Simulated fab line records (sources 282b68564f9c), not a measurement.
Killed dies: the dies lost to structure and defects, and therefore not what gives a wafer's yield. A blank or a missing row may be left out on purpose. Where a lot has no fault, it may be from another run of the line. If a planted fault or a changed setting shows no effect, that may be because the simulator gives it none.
Check for tools in common | flow ritCmos | Sampled: 14 lots, 42 wafers

== REASON IT WAS OPENED ==
2 of 14 lots carry a flag on the reading GATE_OVL at RIT_GATE_OVL_MEAS_17. Wafers without a fault read -0.7 nm, standard deviation 1.4.
Rule: flag the lot when none of its wafers has a number, or when each of its wafers that has one lies beyond 4 standard deviations from that mean. All remaining lots are regarded as sound.

lot  | measured    | on         | GATE_OVL (nm), wafer by wafer | flag
L666 | day 2 20:04 | overlay-02 | -1.9 -0.6 -0.1                | 
L667 | day 3 01:17 | overlay-02 | 0.0 0.0 -2.2                  | 
L668 | day 3 09:05 | overlay-02 | -0.2 0.7 -1.7                 | 
L669 | day 3 12:25 | overlay-02 | 0.5 1.2 1.8                   | 
L671 | day 4 03:19 | overlay-01 | -1.3 -1.1 -0.3                | 
L673 | day 4 11:53 | overlay-01 | -1.5 -2.9 -0.5                | 
L674 | day 4 12:29 | overlay-02 | -1.3 -0.4 -1.9                | 
L680 | day 5 15:59 | overlay-01 | -3.6 -2.8 -2.7                | 
L681 | day 5 22:07 | overlay-02 | 239.1 238.4 239.0             | FLAGGED
L682 | day 6 00:27 | overlay-01 | 239.8 239.5 240.2             | FLAGGED
L684 | day 6 10:29 | overlay-01 | -3.2 -2.0 -1.8                | 
L685 | day 6 15:58 | overlay-02 | -1.3 -1.9 -1.3                | 
L686 | day 6 20:13 | overlay-02 | -1.0 0.4 -0.9                 | 
L687 | day 6 23:15 | overlay-01 | -1.0 -1.3 -0.3                | 
On average the flagged lots read 239.3 nm, which is +240.0 nm against the usual, or +99 or more standard deviations.

== WHICH TOOL RAN EACH LOT ==
The record holds 1 process step before the reading, out of a route of 202 steps. Read each cell as the tool, then ch plus the chambers that the sampled wafers visited, then the start.
lot  | flag    | RIT_GATE_EXPOSE_13
L666 |         | ilineStepper-02 ch 0, day 2 19:33
L667 |         | ilineStepper-01 ch 0, day 3 00:47
L668 |         | ilineStepper-01 ch 0, day 3 08:34
L669 |         | ilineStepper-02 ch 0, day 3 11:56
L671 |         | ilineStepper-01 ch 0, day 4 02:49
L673 |         | ilineStepper-01 ch 0, day 4 11:19
L674 |         | ilineStepper-01 ch 0, day 4 11:52
L680 |         | ilineStepper-01 ch 0, day 5 15:28
L681 | FLAGGED | ilineStepper-02 ch 0, day 5 21:31
L682 | FLAGGED | ilineStepper-02 ch 0, day 5 23:58
L684 |         | ilineStepper-01 ch 0, day 6 09:52
L685 |         | ilineStepper-01 ch 0, day 6 15:27
L686 |         | ilineStepper-01 ch 0, day 6 19:43
L687 |         | ilineStepper-01 ch 0, day 6 22:33
What these steps do:
- RIT_GATE_EXPOSE_13: exposes mask M6, target cd 150 nm.
- RIT_GATE_OVL_MEAS_17

== FLAGGED OVER TOTAL, TOOL BY TOOL (the gauges that took the reading come last) ==
step                 | tool            | lots run | flagged | share of the flagged lots | sound lots run after its first flagged lot
RIT_GATE_EXPOSE_13   | ilineStepper-01 | 10       | 0       | none                      | -
RIT_GATE_EXPOSE_13   | ilineStepper-02 | 4        | 2       | all                       | 0
RIT_GATE_OVL_MEAS_17 | overlay-01      | 6        | 1       | some                      | 2 (L684,L687)
RIT_GATE_OVL_MEAS_17 | overlay-02      | 8        | 1       | some                      | 2 (L685,L686)

== WHAT IS ALLOWED BY THE TABLE ==
All flagged lots share 1 row of the table, namely ilineStepper-02 at RIT_GATE_EXPOSE_13.
- ilineStepper-02 at RIT_GATE_EXPOSE_13: 2 of its 4 lots flagged. Last sound lot L669 at day 3 11:56, first flagged lot L681 at day 5 21:31; a fault beginning in between fits.
What remains is a single tool, ilineStepper-02 at RIT_GATE_EXPOSE_13.

== WHAT THE SIMULATOR PUT IN ==
Scanner matching overlay: ilineStepper-02, from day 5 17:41 on, at RIT_GATE_EXPOSE_13. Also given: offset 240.
Struck lots among those shown: L681, L682. Same finding as the rule above.
